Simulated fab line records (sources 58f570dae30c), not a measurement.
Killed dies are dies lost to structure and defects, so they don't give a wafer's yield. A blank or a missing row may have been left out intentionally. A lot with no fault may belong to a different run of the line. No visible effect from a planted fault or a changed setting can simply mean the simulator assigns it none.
fab line records ; flow berkeleyCmos170 ; part 1 of 2: steps 1 to 36 of 43
record: lots: 7; wafers: 21; lastDay: 11
route steps=331 shown PVT@118 GATE@125 FIELD@126 PLDD@145 NLDD@158 SILICIDE@210 M3@331
lots that met no fault: taken from a fault-free run of the same line
startH: hours from the record's first day to the start of the lot's first wafer shown ; waitH: hours elapsed since this lot's preceding step ; " same as the row above ; L1.1+2: a row that stands for several wafers ; - value missing, or start not given ; * or withheld: withheld ; < > ~ a bound
route shown NAME@n: NAME is a module with steps in the file, n the number in the route of the first one ; usual: average and standard deviation across the fault-free wafers ; same: alike in all rows ; chamber/n: place in a boat ; sites: the reading at each site ; _std_site: how widely they spread, as a standard deviation ; _edge_site: inner sites' mean taken away from outer sites' mean ; radiusMm: for every site, how far away it sits from the centre of the wafer ; mask NAME#n: copy n ; behind: the last tool/chamber to shape the wafer ; hold: why the lot went on hold/how many hours it stayed there/how the hold came to an end ; device: names the non-switching transistor (n, p or np) ; end of line: the route-end tests of the same wafers ; where a step has no rows: the recipe by itself ; killed: dies lost to structure and defects at the first sort, not the wafer's yield ; map: a wafer's dies, marking killed ones x, the rest . and places with no die _
set.NAME: the run value of the setting; set.NAME@STEP: its run value at that earlier step ; model.NAME: the simulator's own value behind a step, which no gauge read
lots at some steps of the route; a table a step, a row a wafer
services: a tool's chamber out of use, with start hour (startH, from the record's first day; less than 0 if before it), hours out, and reason
== steps ==
step: UCB170_PVT_EXPOSE_03
recipe: maskId: NWELL; targetCdNm: 3000; na: 0.5; sigmaOuter: 0.6; sourceShape: conventional; doseMj: 30
step: UCB170_PVT_PEB_04
recipe: pebTempC: 130; pebTimeS: withheld; resist: KrF
step: UCB170_PVT_DEVELOP_05
recipe: developer: TMAH; developTimeS: 45; resist: KrF; devTempC: 21
step: UCB170_PVT_OVL_MEAS_06
usual: PVT_OVL: -2/5.4
lot.wafer;tool;chamber;startH;waitH;PVT_OVL[nm]
L792.1;overlay-01;-;139.88;-;-6
L792.3;overlay-01;-;139.88;-;-3
L792.4;overlay-01;-;139.88;-;-7
L797.3;overlay-01;-;168.78;-;-9
L797.4;overlay-01;-;168.78;-;-8
L797.5;overlay-01;-;168.78;-;-6
L799.1;overlay-02;-;177.91;-;0
L799.3;overlay-02;-;177.91;-;-4
L799.4;overlay-02;-;177.91;-;1
L798.2;overlay-01;-;178.15;-;4
L798.3;overlay-01;-;178.15;-;6
L798.4;overlay-01;-;178.15;-;1
L800.2;overlay-02;-;178.39;-;1
L800.4;overlay-02;-;178.39;-;4
L800.5;overlay-02;-;178.39;-;2
L801.1;overlay-02;-;188.91;-;-13
L801.2;overlay-02;-;188.91;-;-12
L801.3;overlay-02;-;188.91;-;-16
L809.3;overlay-02;-;219.62;-;0
L809.5;overlay-02;-;219.62;-;-2
L809.6;overlay-02;-;219.62;-;1
step: UCB170_PVT_IMPLANT_07
recipe: species: P; doseCm2: 2e+12; energyKev: 30; tiltDeg: 7
step: UCB170_PVT_STRIP_08
recipe: chemistry: O2; powerW: 400; pressureMtorr: 3500; platenTempC: withheld; o2FlowSccm: 400; overashFraction: 0.5
usual: drypumpMotorCurrentA: 6.23/0.27; o2FlowSccm: 400.2/1.2; oesProductAu: 0.735/0.0044; stripTimeToEndpointS: 21.61/0.065
lot.wafer;tool;chamber;startH;waitH;drypumpMotorCurrentA;o2FlowSccm;oesProductAu;rfHoursCounterH;stripTimeToEndpointS
L792.1;plasmaAsher-02;1;140.06;0.1;6.57;398.2;0.728;37;21.64
L792.3;plasmaAsher-02;1;140.06;0.1;6.58;400.1;0.726;-;21.72
L792.4;plasmaAsher-02;0;140.06;0.1;6.37;399.8;0.737;-;21.67
L797.3;plasmaAsher-01;1;168.99;0.1;6.32;399.2;0.739;-;21.53
L797.4;plasmaAsher-01;0;168.99;0.1;6.18;401.0;0.738;-;21.60
L797.5;plasmaAsher-01;1;168.99;0.1;6.32;400.9;0.732;-;21.61
L799.1;plasmaAsher-02;1;178.09;0.1;6.54;400.7;0.731;41;21.50
L799.3;plasmaAsher-02;1;178.09;0.1;6.59;399.9;0.728;-;21.48
L799.4;plasmaAsher-02;0;178.09;0.1;6.36;401.1;0.731;-;21.53
L798.2;plasmaAsher-04;1;178.33;0.1;6.03;400.6;0.728;44;21.67
L798.3;plasmaAsher-04;1;178.33;0.1;5.98;401.8;0.734;-;21.61
L798.4;plasmaAsher-04;0;178.33;0.1;5.72;402.4;0.734;-;21.72
L800.2;plasmaAsher-01;1;178.57;0.1;6.29;399.0;0.734;41;21.61
L800.4;plasmaAsher-01;1;178.57;0.1;6.31;400.1;0.735;-;21.64
L800.5;plasmaAsher-01;0;178.57;0.1;6.20;399.3;0.740;-;21.72
L801.1;plasmaAsher-02;0;189.10;0.1;6.37;400.3;0.733;42;21.57
L801.2;plasmaAsher-02;1;189.10;0.1;6.58;398.6;0.744;42;21.49
L801.3;plasmaAsher-02;1;189.10;0.1;6.55;401.0;0.736;-;21.51
L809.3;plasmaAsher-01;1;219.83;0.1;6.35;400.0;0.738;-;21.55
L809.5;plasmaAsher-01;0;219.83;0.1;6.21;399.4;0.735;-;21.59
L809.6;plasmaAsher-01;1;219.83;0.1;6.33;399.4;0.744;-;21.62
step: UCB170_PVT_TW_MEAS_09
usual: PVT_TW: 515/5.6
lot.wafer;tool;chamber;startH;waitH;PVT_TW
L792.1;filmMetro-03;-;140.16;0.1;523
L792.3;filmMetro-03;-;140.16;0.1;522
L792.4;filmMetro-03;-;140.16;0.1;523
L797.3;filmMetro-03;-;169.07;0.1;518
L797.4;filmMetro-03;-;169.07;0.1;523
L797.5;filmMetro-03;-;169.07;0.1;519
L799.1;filmMetro-03;-;178.19;0.1;519
L799.3;filmMetro-03;-;178.19;0.1;519
L799.4;filmMetro-03;-;178.19;0.1;521
L798.2;filmMetro-04;-;178.44;0.1;511
L798.3;filmMetro-04;-;178.44;0.1;508
L798.4;filmMetro-04;-;178.44;0.1;510
L800.2;filmMetro-01;-;178.68;0.1;515
L800.4;filmMetro-01;-;178.68;0.1;514
L800.5;filmMetro-01;-;178.68;0.1;516
L801.1;filmMetro-01;-;189.20;0.1;517
L801.2;filmMetro-01;-;189.20;0.1;517
L801.3;filmMetro-01;-;189.20;0.1;515
L809.3;filmMetro-01;-;219.91;0.1;512
L809.5;filmMetro-01;-;219.91;0.1;514
L809.6;filmMetro-01;-;219.91;0.1;514
step: UCB170_GATE_WET_ETCH_00
recipe: chemistry: dHF; dilution: 25:1; target: SiO2; tempC: 25; timeS: 200
step: UCB170_FIELD_THK_MEAS_91
recipe: reads: SiO2_of_FIELD_OXIDATION_01
usual: FIELD_OXIDE_LEFT_2_THK: 350/11
lot.wafer;tool;chamber;startH;waitH;FIELD_OXIDE_LEFT_2_THK[nm]
L792.1;filmMetro-04;-;140.35;0.0;351
L792.3;filmMetro-04;-;140.35;0.0;337
L792.4;filmMetro-04;-;140.35;0.0;345
L797.3;filmMetro-01;-;169.20;0.0;352
L797.4;filmMetro-01;-;169.20;0.0;349
L797.5;filmMetro-01;-;169.20;0.0;350
L799.1;filmMetro-01;-;178.32;0.0;354
L799.3;filmMetro-01;-;178.32;0.0;363
L799.4;filmMetro-01;-;178.32;0.0;363
L798.2;filmMetro-01;-;178.57;0.0;366
L798.3;filmMetro-01;-;178.57;0.0;372
L798.4;filmMetro-01;-;178.57;0.0;371
L800.2;filmMetro-03;-;178.81;0.0;347
L800.4;filmMetro-03;-;178.81;0.0;354
L800.5;filmMetro-03;-;178.81;0.0;349
L801.1;filmMetro-03;-;190.92;0.0;349
L801.2;filmMetro-03;-;190.92;0.0;352
L801.3;filmMetro-03;-;190.92;0.0;353
L809.3;filmMetro-04;-;220.04;0.0;336
L809.5;filmMetro-04;-;220.04;0.0;332
L809.6;filmMetro-04;-;220.04;0.0;331
step: UCB170_GATE_OXIDATION_01
recipe: tempC: 850; ambient: O2; targetThkA: 66; oxTimeS: 1800
step: UCB170_GATE_THK_MEAS_02
recipe: reads: SiO2_of_GATE_OXIDATION_01
usual: GATE_OXIDE_THK: 6.61/0.11
lot.wafer;tool;chamber;startH;waitH;GATE_OXIDE_THK[nm]
L792.1;filmMetro-02;-;146.41;0.1;6.73
L792.3;filmMetro-02;-;146.41;0.1;6.74
L792.4;filmMetro-02;-;146.41;0.1;6.77
L797.3;filmMetro-01;-;174.38;0.0;6.59
L797.4;filmMetro-01;-;174.38;0.0;6.53
L797.5;filmMetro-01;-;174.38;0.0;6.56
L799.1;filmMetro-03;-;185.19;0.0;6.50
L799.3;filmMetro-03;-;185.19;0.0;6.71
L799.4;filmMetro-03;-;185.19;0.0;6.55
L798.2;filmMetro-02;-;185.20;0.0;6.51
L798.3;filmMetro-02;-;185.20;0.0;6.64
L798.4;filmMetro-02;-;185.20;0.0;6.64
L800.2;filmMetro-03;-;185.26;0.1;6.57
L800.4;filmMetro-03;-;185.26;0.1;6.56
L800.5;filmMetro-03;-;185.26;0.1;6.54
L801.1;filmMetro-03;-;196.56;0.0;6.58
L801.2;filmMetro-03;-;196.56;0.0;6.57
L801.3;filmMetro-03;-;196.56;0.0;6.54
L809.3;filmMetro-02;-;226.27;0.0;6.65
L809.5;filmMetro-02;-;226.27;0.0;6.59
L809.6;filmMetro-02;-;226.27;0.0;6.55
step: UCB170_GATE_ANNEAL_03
recipe: tempC: 900; timeS: 1800; ambient: N2
step: UCB170_GATE_CVD_04
recipe: material: poly-Si; tempC: 610; precursor: SiH4; timeS: 1440; pressureMtorr: 375; targetThkNm: 214; sih4FlowSccm: 120
usual: spikeTcCentreC: 613.0/1.5
lot.wafer;tool;chamber;startH;waitH;spikeTcCentreC;model.poly-Si_of_GATE_CVD_04.thkNm
L792.1;lpcvd-02;1;152.70;0.0;612.5;212.3
L792.3;lpcvd-02;1;152.70;0.0;613.2;211.7
L792.4;lpcvd-02;1;152.70;0.0;612.4;212.8
L797.3;lpcvd-01;1;180.81;0.0;611.6;212.9
L797.4;lpcvd-01;1;180.81;0.0;612.1;212.9
L797.5;lpcvd-01;1;180.81;0.0;612.7;211.4
L798.2;lpcvd-01;1;192.64;1.0;624.4;239.4
L798.3;lpcvd-01;1;192.64;1.0;623.1;233.4
L798.4;lpcvd-01;1;192.64;1.0;625.2;228.9
L799.1;lpcvd-01;1;192.64;1.0;623.2;214.5
L799.3;lpcvd-01;1;192.64;1.0;624.9;225.2
L799.4;lpcvd-01;1;192.64;1.0;624.2;229.1
L800.2;lpcvd-01;1;192.64;1.0;624.1;238.6
L800.4;lpcvd-01;1;192.64;1.0;622.2;226.6
L800.5;lpcvd-01;1;192.64;1.0;623.1;224.2
L801.1;lpcvd-02;1;201.14;0.0;613.4;213.1
L801.2;lpcvd-02;1;201.14;0.0;614.1;212.3
L801.3;lpcvd-02;1;201.14;0.0;611.9;212.7
L809.3;lpcvd-02;0;229.49;0.0;611.6;213.1
L809.5;lpcvd-02;0;229.49;0.0;612.5;212.2
L809.6;lpcvd-02;0;229.49;0.0;613.1;214
step: UCB170_GATE_THK_MEAS_05
recipe: reads: poly-Si_of_GATE_CVD_04
usual: GATE_POLY_THK: 214.1/1.9
lot.wafer;tool;chamber;startH;waitH;hold;GATE_POLY_THK[nm]
L792.1;filmMetro-03;-;154.86;0.1;-;212.3
L792.3;filmMetro-03;-;154.86;0.1;-;211.8
L792.4;filmMetro-03;-;154.86;0.1;-;212.6
L797.3;filmMetro-02;-;182.23;0.0;-;213.0
L797.4;filmMetro-02;-;182.23;0.0;-;213.0
L797.5;filmMetro-02;-;182.23;0.0;-;211.5
L799.1;filmMetro-03;-;194.04;0.0;awaitDispo/0.2h/release;214.5
L799.3;filmMetro-03;-;194.04;0.0;awaitDispo/0.2h/release;225.4
L799.4;filmMetro-03;-;194.04;0.0;awaitDispo/0.2h/release;229.0
L799.1;filmMetro-03;-;194.26;0.2;-;214.5
L799.3;filmMetro-03;-;194.26;0.2;-;225.1
L799.4;filmMetro-03;-;194.26;0.2;-;229.2
L798.2;filmMetro-02;-;194.05;0.0;awaitDispo/0.2h/release;239.4
L798.3;filmMetro-02;-;194.05;0.0;awaitDispo/0.2h/release;233.4
L798.4;filmMetro-02;-;194.05;0.0;awaitDispo/0.2h/release;229.0
L798.2;filmMetro-02;-;194.27;0.2;-;239.5
L798.3;filmMetro-02;-;194.27;0.2;-;233.1
L798.4;filmMetro-02;-;194.27;0.2;-;228.9
L800.2;filmMetro-01;-;194.05;0.0;awaitDispo/0.2h/release;238.6
L800.4;filmMetro-01;-;194.05;0.0;awaitDispo/0.2h/release;226.7
L800.5;filmMetro-01;-;194.05;0.0;awaitDispo/0.2h/release;224.0
L800.2;filmMetro-01;-;194.27;0.2;-;238.6
L800.4;filmMetro-01;-;194.27;0.2;-;226.6
L800.5;filmMetro-01;-;194.27;0.2;-;224.2
L801.1;filmMetro-03;-;202.54;0.0;-;213.3
L801.2;filmMetro-03;-;202.54;0.0;-;212.3
L801.3;filmMetro-03;-;202.54;0.0;-;212.8
L809.3;filmMetro-02;-;230.91;0.0;-;212.9
L809.5;filmMetro-02;-;230.91;0.0;-;212.3
L809.6;filmMetro-02;-;230.91;0.0;-;213.9
step: UCB170_GATE_COAT_07
recipe: resist: KrF; spinRpm: 1500; resistThkNm: 900
step: UCB170_GATE_SOFTBAKE_08
recipe: resist: KrF; tempC: 130; timeS: 60
step: UCB170_GATE_EXPOSE_09
recipe: maskId: POLY; targetCdNm: 350; na: 0.5; sigmaOuter: 0.6; sourceShape: conventional; doseMj: 21
step: UCB170_GATE_PEB_10
recipe: pebTempC: 130; pebTimeS: withheld; resist: KrF
step: UCB170_GATE_DEVELOP_11
recipe: developer: TMAH; developTimeS: 45; resist: KrF; devTempC: 21
step: UCB170_GATE_CD_MEAS_12
recipe: targetCdNm: 350
usual: cdNm: 350.4/1.4
lot.wafer;tool;chamber;startH;waitH;cdNm
L792.1;cdSem-01;-;156.31;-;350.5
L792.3;cdSem-01;-;156.31;-;348.8
L792.4;cdSem-01;-;156.31;-;349.9
L797.3;cdSem-02;-;183.38;-;349.5
L797.4;cdSem-02;-;183.38;-;350.1
L797.5;cdSem-02;-;183.38;-;350.3
L799.1;cdSem-01;-;196.93;-;350.9
L799.3;cdSem-01;-;196.93;-;351.2
L799.4;cdSem-01;-;196.93;-;351.5
L798.2;cdSem-01;-;198.02;-;346.8
L798.3;cdSem-01;-;198.02;-;348.0
L798.4;cdSem-01;-;198.02;-;349.1
L800.2;cdSem-01;-;199.12;-;349.3
L800.4;cdSem-01;-;199.12;-;350.3
L800.5;cdSem-01;-;199.12;-;350.0
L801.1;cdSem-02;-;203.56;-;350.3
L801.2;cdSem-02;-;203.56;-;349.8
L801.3;cdSem-02;-;203.56;-;348.8
L809.3;cdSem-02;-;233.06;-;353.1
L809.5;cdSem-02;-;233.06;-;354.2
L809.6;cdSem-02;-;233.06;-;353.1
step: UCB170_GATE_OVL_MEAS_13
usual: GATE_OVL: 1/7.5
lot.wafer;tool;chamber;startH;waitH;GATE_OVL[nm]
L792.1;overlay-01;-;156.43;0.1;1
L792.3;overlay-01;-;156.43;0.1;-2
L792.4;overlay-01;-;156.43;0.1;-4
L797.3;overlay-02;-;183.48;0.1;-3
L797.4;overlay-02;-;183.48;0.1;-7
L797.5;overlay-02;-;183.48;0.1;-5
L799.1;overlay-01;-;197.05;0.1;3
L799.3;overlay-01;-;197.05;0.1;5
L799.4;overlay-01;-;197.05;0.1;13
L798.2;overlay-02;-;198.13;0.1;10
L798.3;overlay-02;-;198.13;0.1;9
L798.4;overlay-02;-;198.13;0.1;12
L800.2;overlay-01;-;199.23;0.1;-6
L800.4;overlay-01;-;199.23;0.1;-6
L800.5;overlay-01;-;199.23;0.1;-3
L801.1;overlay-01;-;203.68;0.1;-4
L801.2;overlay-01;-;203.68;0.1;-2
L801.3;overlay-01;-;203.68;0.1;1
L809.3;overlay-01;-;233.15;0.1;8
L809.5;overlay-01;-;233.15;0.1;8
L809.6;overlay-01;-;233.15;0.1;6
step: UCB170_GATE_ETCH_14
recipe: chemistry: N2/H2; targetDepthA: withheld; overetchA: withheld; target: BARC; timeS: withheld; sourceW: 500; biasW: 100; pressureMtorr: 30; n2FlowSccm: 100; h2FlowSccm: 200
usual: drypumpMotorCurrentA: 5.5/0.41; oesProductAu: 0.983/0.029; throttleValvePct: 13.37/0.19
lot.wafer;tool;chamber;startH;waitH;drypumpMotorCurrentA;oesProductAu;throttleValvePct
L792.1;rieDiel-01;2;156.46;0.0;5.0;0.987;13.41
L792.3;rieDiel-01;3;156.46;0.0;5.0;1.041;13.17
L792.4;rieDiel-01;1;156.46;0.0;5.5;0.981;13.70
L797.3;rieDiel-01;3;183.50;0.0;5.1;1.021;13.19
L797.4;rieDiel-01;1;183.50;0.0;5.5;0.959;13.69
L797.5;rieDiel-01;0;183.50;0.0;5.2;0.943;13.09
L799.1;rieDiel-01;0;197.09;0.0;5.2;0.941;13.10
L799.3;rieDiel-01;3;197.09;0.0;5.0;1.017;13.17
L799.4;rieDiel-01;1;197.09;0.0;5.5;0.971;13.70
L798.2;rieDiel-03;2;198.21;0.1;5.1;1.012;13.22
L798.3;rieDiel-03;0;198.21;0.1;5.8;0.964;13.56
L798.4;rieDiel-03;1;198.21;0.1;6.1;0.985;13.62
L800.2;rieDiel-01;3;199.26;0.0;5.1;1.026;13.20
L800.4;rieDiel-01;0;199.26;0.0;5.1;0.937;13.12
L800.5;rieDiel-01;2;199.26;0.0;5.0;0.975;13.41
L801.1;rieDiel-03;1;203.72;0.0;6.1;0.979;13.62
L801.2;rieDiel-03;0;203.72;0.0;5.8;0.977;13.55
L801.3;rieDiel-03;2;203.72;0.0;5.1;1.021;13.24
L809.3;rieDiel-04;2;233.18;0.0;5.9;1.003;13.46
L809.5;rieDiel-04;1;233.18;0.0;6.4;0.950;13.33
L809.6;rieDiel-04;0;233.18;0.0;5.6;0.987;13.35
step: UCB170_GATE_ETCH_15
recipe: chemistry: HBr/Cl2; target: poly-Si; stopOn: SiO2; overEtchFrac: 0.3; icpW: 300; biasW: 150; timeS: 56.3; pressureMtorr: 15; HBr_flow_sccm: 150; Cl2_flow_sccm: 50; targetDepthA: 2782
usual: drypumpMotorCurrentA: 5.75/0.3; oesProductAu: 0.837/0.018; throttleValvePct: 26.4/0.37
lot.wafer;tool;chamber;startH;waitH;drypumpMotorCurrentA;oesProductAu;rfHoursCounterH;throttleValvePct;model.etch.depthNm;model.GATE.featureDepthNm
L792.1;rieSi-02;1;156.51;-;5.83;0.798;34;26.6;212.3;212.3
L792.3;rieSi-02;3;156.51;-;6.18;0.848;38;26.5;211.7;211.7
L792.4;rieSi-02;2;156.51;-;5.95;0.847;66;26.4;212.8;212.8
L797.3;rieSi-02;0;183.54;-;6.03;0.840;1;25.9;212.9;212.9
L797.4;rieSi-02;2;183.54;-;5.98;0.849;66;26.4;212.9;212.9
L797.5;rieSi-02;0;183.54;-;6.01;0.833;-;25.9;211.4;211.4
L799.1;rieSi-01;1;197.13;-;5.36;0.848;50;26.4;214.5;214.6
L799.3;rieSi-01;3;197.13;-;5.51;0.870;1;26.1;225.2;225.3
L799.4;rieSi-01;3;197.13;-;5.53;0.889;-;26.1;229.1;229.1
L798.2;rieSi-01;3;198.25;-;5.52;0.910;1;26.1;239.4;239.5
L798.3;rieSi-01;0;198.25;-;5.38;0.900;0;27.1;233.4;233.4
L798.4;rieSi-01;0;198.25;-;5.38;0.889;-;27.1;228.9;229
L800.2;rieSi-02;2;199.30;-;5.94;0.915;66;26.4;238.6;238.7
L800.4;rieSi-02;1;199.30;-;5.83;0.838;34;26.6;226.6;226.6
L800.5;rieSi-02;2;199.30;-;5.95;0.881;-;26.4;224.2;224.2
L801.1;rieSi-02;3;203.76;-;6.20;0.835;39;26.5;213.1;213.2
L801.2;rieSi-02;0;203.76;-;5.98;0.837;1;25.9;212.3;212.3
L801.3;rieSi-02;2;203.76;-;5.96;0.846;66;26.5;212.7;212.7
L809.3;rieSi-01;2;233.22;-;5.53;0.810;0;25.9;213.1;213.1
L809.5;rieSi-01;3;233.22;-;5.51;0.841;-;26.1;212.2;212.2
L809.6;rieSi-01;2;233.22;-;5.52;0.813;-;26.0;214;214
step: UCB170_GATE_STRIP_16
recipe: chemistry: O2; powerW: 400; pressureMtorr: 3500; platenTempC: withheld; o2FlowSccm: 400; overashFraction: 0.5
usual: drypumpMotorCurrentA: 6.2/0.33; o2FlowSccm: 400.4/1.1; oesProductAu: 0.723/0.0049
lot.wafer;tool;chamber;startH;waitH;drypumpMotorCurrentA;o2FlowSccm;oesProductAu;rfHoursCounterH
L792.1;plasmaAsher-03;0;156.55;0.0;6.4;400.1;0.724;4
L792.3;plasmaAsher-03;1;156.55;0.0;5.7;400.5;0.724;-
L792.4;plasmaAsher-03;0;156.55;0.0;6.4;399.1;0.718;-
L797.3;plasmaAsher-03;1;183.62;0.1;5.7;398.4;0.722;-
L797.4;plasmaAsher-03;0;183.62;0.1;6.4;400.2;0.723;-
L797.5;plasmaAsher-03;0;183.62;0.1;6.4;400.6;0.725;-
L799.1;plasmaAsher-04;1;197.18;0.0;6.0;401.9;0.729;45
L799.3;plasmaAsher-04;1;197.18;0.0;6.0;399.3;0.722;-
L799.4;plasmaAsher-04;0;197.18;0.0;5.7;399.6;0.730;-
L798.2;plasmaAsher-03;1;198.30;0.0;5.8;399.3;0.719;7
L798.3;plasmaAsher-03;0;198.30;0.0;6.5;400.0;0.716;-
L798.4;plasmaAsher-03;1;198.30;0.0;5.7;399.7;0.713;-
L800.2;plasmaAsher-02;1;199.35;0.0;6.6;400.7;0.722;43
L800.4;plasmaAsher-02;0;199.35;0.0;6.4;400.0;0.730;-
L800.5;plasmaAsher-02;1;199.35;0.0;6.5;399.4;0.724;-
L801.1;plasmaAsher-02;1;203.81;0.0;6.6;399.9;0.713;44
L801.2;plasmaAsher-02;0;203.81;0.0;6.4;399.8;0.719;44
L801.3;plasmaAsher-02;0;203.81;0.0;6.4;399.7;0.723;-
L809.3;plasmaAsher-04;0;233.30;0.1;5.7;400.9;0.719;-
L809.5;plasmaAsher-04;0;233.30;0.1;5.7;401.1;0.716;-
L809.6;plasmaAsher-04;1;233.30;0.1;6.0;403.2;0.718;-
step: UCB170_GATE_CD_MEAS_90
recipe: targetCdNm: 350
usual: cdNm: 350.6/1.7
lot.wafer;tool;chamber;startH;waitH;cdNm
L792.1;cdSem-02;-;156.70;0.1;351.0
L792.3;cdSem-02;-;156.70;0.1;347.4
L792.4;cdSem-02;-;156.70;0.1;350.0
L797.3;cdSem-01;-;183.73;0.1;348.4
L797.4;cdSem-01;-;183.73;0.1;351.9
L797.5;cdSem-01;-;183.73;0.1;351.1
L799.1;cdSem-01;-;197.42;0.2;351.0
L799.3;cdSem-01;-;197.42;0.2;348.9
L799.4;cdSem-01;-;197.42;0.2;352.2
L798.2;cdSem-02;-;198.61;0.3;348.0
L798.3;cdSem-02;-;198.61;0.3;348.6
L798.4;cdSem-02;-;198.61;0.3;348.6
L800.2;cdSem-01;-;199.48;0.1;347.7
L800.4;cdSem-01;-;199.48;0.1;350.7
L800.5;cdSem-01;-;199.48;0.1;351.4
L801.1;cdSem-02;-;203.91;0.1;349.5
L801.2;cdSem-02;-;203.91;0.1;350.5
L801.3;cdSem-02;-;203.91;0.1;350.3
L809.3;cdSem-01;-;233.41;0.1;354.0
L809.5;cdSem-01;-;233.41;0.1;353.6
L809.6;cdSem-01;-;233.41;0.1;354.6
step: UCB170_GATE_CLEAN_17
recipe: chemistry: SPM; tempC: 120; timeS: 600
step: UCB170_PLDD_HMDS_00
recipe: primeTimeS: 60; primeTempC: 100
step: UCB170_PLDD_COAT_01
recipe: resist: KrF; spinRpm: 1500; resistThkNm: 900
step: UCB170_PLDD_SOFTBAKE_02
recipe: resist: KrF; tempC: 130; timeS: 60
step: UCB170_PLDD_EXPOSE_03
recipe: maskId: PSELECT; na: 0.5; sigmaOuter: 0.6; sourceShape: conventional; targetCdNm: 1200; doseMj: 30
step: UCB170_PLDD_PEB_04
recipe: pebTempC: 130; pebTimeS: withheld; resist: KrF
step: UCB170_PLDD_DEVELOP_05
recipe: developer: TMAH; developTimeS: 45; resist: KrF; devTempC: 21
step: UCB170_PLDD_CD_MEAS_06
recipe: targetCdNm: 1200
usual: cdNm: 1200.4/1.4
lot.wafer;tool;chamber;startH;waitH;cdNm
L792.1;cdSem-01;-;158.46;-;1199.3
L792.3;cdSem-01;-;158.46;-;1197.8
L792.4;cdSem-01;-;158.46;-;1199.8
L797.3;cdSem-02;-;185.18;-;1200.0
L797.4;cdSem-02;-;185.18;-;1199.3
L797.5;cdSem-02;-;185.18;-;1199.8
L799.1;cdSem-01;-;199.46;-;1199.8
L799.3;cdSem-01;-;199.46;-;1200.9
L799.4;cdSem-01;-;199.46;-;1199.4
L798.2;cdSem-02;-;201.04;-;1199.5
L798.3;cdSem-02;-;201.04;-;1197.9
L798.4;cdSem-02;-;201.04;-;1201.5
L800.2;cdSem-02;-;201.04;-;1203.6
L800.4;cdSem-02;-;201.04;-;1202.9
L800.5;cdSem-02;-;201.04;-;1201.6
L801.1;cdSem-02;-;205.40;-;1201.9
L801.2;cdSem-02;-;205.40;-;1201.0
L801.3;cdSem-02;-;205.40;-;1201.6
L809.3;cdSem-01;-;234.95;-;1199.8
L809.5;cdSem-01;-;234.95;-;1199.6
L809.6;cdSem-01;-;234.95;-;1200.8
step: UCB170_PLDD_OVL_MEAS_07
usual: PLDD_OVL: 5/5.3
lot.wafer;tool;chamber;startH;waitH;PLDD_OVL[nm]
L792.1;overlay-01;-;158.58;0.1;5
L792.3;overlay-01;-;158.58;0.1;5
L792.4;overlay-01;-;158.58;0.1;1
L797.3;overlay-02;-;185.28;0.1;-4
L797.4;overlay-02;-;185.28;0.1;4
L797.5;overlay-02;-;185.28;0.1;11
L799.1;overlay-01;-;199.58;0.1;-11
L799.3;overlay-01;-;199.58;0.1;3
L799.4;overlay-01;-;199.58;0.1;-6
L798.2;overlay-01;-;201.15;0.1;-2
L798.3;overlay-01;-;201.15;0.1;3
L798.4;overlay-01;-;201.15;0.1;2
L800.2;overlay-02;-;201.15;0.1;2
L800.4;overlay-02;-;201.15;0.1;-4
L800.5;overlay-02;-;201.15;0.1;2
L801.1;overlay-02;-;205.52;0.1;7
L801.2;overlay-02;-;205.52;0.1;5
L801.3;overlay-02;-;205.52;0.1;11
L809.3;overlay-01;-;235.04;0.1;6
L809.5;overlay-01;-;235.04;0.1;-1
L809.6;overlay-01;-;235.04;0.1;-6
step: UCB170_PLDD_IMPLANT_08
recipe: species: BF2; doseCm2: 5e+13; energyKev: 10; tiltDeg: 7; rotationDeg: 0
step: UCB170_PLDD_IMPLANT_09
recipe: species: BF2; doseCm2: 5e+13; energyKev: 10; tiltDeg: 7; rotationDeg: 180
== key ==
firstSign: step: UCB170_GATE_CVD_04; reading: spikeTcCentreC; direction: up; sigmas: 7.4; usual: 613.0; struck: 623.8
effect: step: UCB170_GATE_THK_MEAS_05; reading: visit; direction: added
effect: step: UCB170_GATE_THK_MEAS_05; reading: GATE_POLY_THK; direction: up; sigmas: 7.8; usual: 214.1; struck: 228.9
effect: step: UCB170_GATE_ETCH_15; reading: oesProductAu; direction: up; sigmas: 2.5; usual: 0.837; struck: 0.882; wafersMoved: 5
modelEffect: step: UCB170_GATE_CVD_04; value: poly-Si_of_GATE_CVD_04.thkNm; without: 213.7; struck: 228.9
modelEffect: step: UCB170_GATE_ETCH_15; value: etch.depthNm; without: 213.7; struck: 228.9
modelEffect: step: UCB170_SILICIDE_PRE_CLEAN_00; value: poly-Si_of_GATE_CVD_04.thkNm; without: 206.8; struck: 222
metAt UCB170_GATE_CVD_04
struckWafers L798.2,L798.3,L798.4,L799.1,L799.3,L799.4,L800.2,L800.4,L800.5
sortLeftOut L799.1,L799.3,L799.4
testerLeftOut L798,L799,L800
onsetBetween 180.81 192.64
fault: kind: processParameterDrift; tool: lpcvd-01; chamber: 1; onsetH: 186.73; steps: UCB170_GATE_CVD_04; channel: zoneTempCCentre; offset: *; shape: step; endH: 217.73
testerLeftOut: of these lots the tester's yield and bins aren't shown, on N5 and GAA mostly nor the transistor test; their killed dies are dies lost to structure and defects alone, not to doping, threshold or leakage, so they don't give the yield
sortLeftOut: the simulated sort isn't trusted on such a fault, so these wafers' sort isn't shown, and their yield isn't known
